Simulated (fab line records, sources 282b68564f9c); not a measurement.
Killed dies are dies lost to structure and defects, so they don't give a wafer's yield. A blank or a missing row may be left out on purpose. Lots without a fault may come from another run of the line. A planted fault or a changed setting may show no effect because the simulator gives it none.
fab line records | flow rit_cmos
record lots=12 wafers=36 last_day=7
route steps=202 shown NLDD@111 M1@202
lots that met no fault: from a run of the same line without faults
start_h: hours from the record's first day to the start of the lot's first wafer shown | wait_h: hours since the lot's step before | " the same as in the row above | L1.1+2: a row that stands for several wafers | - no value, or no start given | * or withheld: withheld | < > ~ a bound
route shown NAME@n: a module of which the file shows steps, and the number in the route of the first | usual: mean/standard deviation of fault-free wafers | same: alike in all rows | chamber/n: place in a boat | sites: the reading at each site | _std_site: their standard deviation | _edge_site: outer sites' mean less inner sites' | radius_mm: how far each site lies from the wafer's centre | mask NAME#n: copy n | behind: the tool/chamber that last shaped the wafer | hold: why the lot was held/for how many hours/how that ended | device: the transistor (n, p or np) that didn't switch | end of line: the same wafers' tests at the end of the route | a step without rows: its recipe alone | killed: dies lost to structure and defects at the first sort, not the wafer's yield | map: a wafer's dies, x killed, . not, _ none there
set.NAME: the setting as run; set.NAME@STEP: as run at that earlier step | model.NAME: the simulator's own value behind a step, which no gauge read
steps of the route over a sample of lots; a table a step, a row a wafer
services: from which hour (start_h, from the record's first day; less than 0 if before it) a tool's chamber was out of use, for how many hours, and why
## steps
# step RIT_NLDD_IMPLANT_08
# recipe species=P energy_kev=20 dose_cm2=5e+14 tilt_deg=7
# usual beam_energy_keV=20.000/0.006
# columns lot.wafer tool chamber start_h wait_h beam_energy_keV
L544.2 implanter-03 0 47.92 0.1 20.002
L544.3 " 0 " " 20.007
L544.6 " 0 " " 20.000
L545.3 implanter-03 0 53.40 0.1 19.993
L545.4 " 0 " " 19.991
L545.5 " 0 " " 19.991
L546.1 implanter-02 0 60.95 0.1 19.998
L546.3 " 0 " " 19.998
L546.4 " 0 " " 19.987
L547.2 implanter-03 0 65.33 0.1 19.999
L547.3 " 0 " " 20.004
L547.4 " 0 " " 20.001
L553.1 implanter-02 0 90.86 0.1 21.049
L553.3 " 0 " " 21.055
L553.4 " 0 " " 21.058
L554.3 implanter-02 0 92.74 0.1 21.044
L554.5 " 0 " " 21.048
L554.6 " 0 " " 21.050
L560.1 implanter-03 0 122.43 0.1 20.008
L560.2 " 0 " " 20.009
L560.5 " 0 " " 20.004
L561.4 implanter-04 0 127.80 0.1 20.002
L561.5 " 0 " " 20.002
L561.6 " 0 " " 20.002
L564.1 implanter-03 0 142.44 0.1 20.005
L564.3 " 0 " " 20.003
L564.6 " 0 " " 20.004
L565.1 implanter-03 0 145.65 0.1 20.002
L565.3 " 0 " " 20.007
L565.6 " 0 " " 19.998
L566.2 implanter-03 0 151.51 0.1 19.995
L566.5 " 0 " " 19.999
L566.6 " 0 " " 19.995
L567.1 implanter-04 0 156.16 0.1 20.008
L567.5 " 0 " " 20.006
L567.6 " 0 " " 20.001
# step RIT_M1_PROBE_99
# usual killed_at_contacts=0.1/0.29 killed_at_front_end=7/3 killed_dies=8/3 killed_on_rim=2.0/1.5 killed_open=3.7/2 killed_short=3.8/2.1
# same gross_dies=264 killed_at_M0_to_M3=0 killed_at_M4_up=0 killed_at_back_side=0 killed_at_other=0
# columns lot.wafer tool chamber start_h wait_h killed_at_contacts killed_at_front_end killed_dies killed_on_rim killed_open killed_short
L554.3 prober-01 - 108.77 0.2 0 10 10 4 4 6
L554.5 prober-01 - 108.87 0.2 0 10 10 3 5 5
L554.6 prober-01 - 108.92 0.2 0 8 8 1 4 4
L560.1 prober-01 - 138.67 0.1 0 12 12 5 5 7
L560.2 prober-01 - 138.72 0.1 0 7 7 3 4 3
L560.5 prober-01 - 138.87 0.2 0 11 11 4 8 3
# killed by level:class
L554.3 FOX1:geometric_particle:short=3 GATE:geometric_particle:short=3 GATE:geometric_particle:open=2 FOX1:geometric_particle:open=1 REOX:geometric_particle:open=1
L554.5 SILICIDE:geometric_particle:short=3 GATE:geometric_particle:open=2 SILICIDE:geometric_particle:open=2 FOX1:geometric_particle:short=1 FOX1:geometric_particle:open=1 REOX:geometric_particle:short=1
L554.6 GATE:geometric_particle:open=3 SILICIDE:geometric_particle:short=2 FOX1:geometric_particle:short=1 FOX1:geometric_particle:open=1 REOX:geometric_particle:short=1
L560.1 GATE:geometric_particle:open=5 SPACER:geometric_particle:short=3 GATE:geometric_particle:short=2 REOX:geometric_particle:short=1 SILICIDE:geometric_particle:short=1
L560.2 GATE:geometric_particle:open=2 GATE:geometric_particle:short=2 FOX2:geometric_particle:open=1 REOX:geometric_particle:short=1 SILICIDE:geometric_particle:open=1
L560.5 GATE:geometric_particle:open=4 REOX:geometric_particle:short=2 FOX1:geometric_particle:open=1 REOX:geometric_particle:open=1 SPACER:geometric_particle:open=1 SPACER:geometric_particle:short=1 SILICIDE:geometric_particle:open=1
## services
# columns tool chamber start_h hours kind
implanter-04 - 59.87 5.8 repair
implanter-02 - 61.10 4.6 pm
implanter-04 - 100.21 4.5 repair
implanter-02 - 148.79 4.7 repair
## key
first_sign step=RIT_NLDD_IMPLANT_08 reading=beam_energy_keV direction=up sigmas=99+ usual=20.000 struck=21.051
effect none on later readings
met_at RIT_NLDD_IMPLANT_08
struck_lots L553,L554
rows_end L553.1,L553.3,L553.4
tester_left_out L554
onset_between 60.95 90.86
fault kind=process_parameter_drift tool=implanter-02 chamber=- onset_h=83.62 steps=RIT_NLDD_IMPLANT_08 channel=energy_kev offset=1.0494 shape=step end_h=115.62 acts_in=these_recipes_only stated=20
# tester_left_out: of these lots the tester's yield and bins aren't shown, on N5 and GAA mostly nor the transistor test; their killed dies are dies lost to structure and defects alone, not to doping, threshold or leakage, so they don't give the yield
# rows_end: these wafers met a further fault down the route, and their rows from its step on are left out
